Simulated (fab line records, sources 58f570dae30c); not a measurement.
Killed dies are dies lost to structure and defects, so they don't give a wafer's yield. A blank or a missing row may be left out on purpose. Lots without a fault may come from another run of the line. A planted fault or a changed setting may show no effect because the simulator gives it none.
Problem report in the 8D (eight disciplines) form, filled by code | flow berkeley_cmos170 | the parts of the form that need people (team, actions taken, sign-off) are left out

1. THE PROBLEM
developer_temp_C at UCB170_PVT_DEVELOP_05 reads a mean of 21.83 C on 6 wafers of 2 lots; wafers without a fault read 21.00 C with a standard deviation of 0.1. That is +8.3 standard deviations from the usual mean.
The step: develop time 45 s.
First seen on wafer L258.4, day 8 05:00, on litho_track-04. The record holds 42 wafers of 14 lots with a number at this step. Rule for "out", or "out of limits": more than 4 standard deviations from the usual mean. The other wafers with a number count as sound.

2. WHAT IT IS AND WHAT IT IS NOT
question                    | is                     | is not
which readings at this step | developer_temp_C       | -
which lots                  | L258, L263             | L250, L251, L253, L255, L257, L259, L260, L265, L268, L269, L270, L272
which wafers of those lots  | all that have a number | -
read on which tools         | litho_track-04         | litho_track-02, litho_track-03
when                        | from day 8 05:00       | up to then (15 sound wafers); but 21 sound wafers of L259, L260, L265, L268, L269, L270, L272 came after

3. SUSPECTS, AND WHAT RULES EACH OUT
Counting: a tool at a process step up to the reading stays a suspect if it ran every lot that is out and no sound lot after the first of them.
- litho_track-04 at UCB170_PVT_DEVELOP_05 (develop time 45 s): kept. It ran every lot that is out, first L258 (day 8 05:00), and no sound lot after that; its last sound lot up to then is L257 (day 8 05:00). Its own readings are out on those wafers: developer_temp_C.
Left after counting: litho_track-04 at UCB170_PVT_DEVELOP_05.

4. THE CAUSE (what the simulator had put in)
Process parameter drift: litho_track-04, from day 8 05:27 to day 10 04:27, at UCB170_PVT_DEVELOP_05. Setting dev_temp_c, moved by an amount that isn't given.
Counting left only this tool.

5. THE CHAIN OF EFFECTS, in route order
Each row: a reading whose mean over the struck wafers that have a number lies more than 3 standard deviations from the usual. Only readings for which the record gives a usual standard deviation are gone through. hours: the time from each lot's start at the first step in this table that gives one to its start at this step, as a median over the lots. sigmas: the change in usual standard deviations.
hours | step                  | reading          | usual   | on struck wafers | change | sigmas
0     | UCB170_PVT_DEVELOP_05 | developer_temp_C | 21.00 C | 21.83            | +0.83  | +8.3
The process steps in it:
- UCB170_PVT_DEVELOP_05: develop time 45 s.
Later measuring or inspecting steps at which every struck wafer that the step has a row for has a number for every such reading, and none has moved that far: UCB170_M2_CD_MEAS_15, UCB170_V2_OVL_MEAS_13.

6. WHAT WOULD HAVE CAUGHT IT SOONER
In this record the first reading out of limits was taken at day 8 05:00.
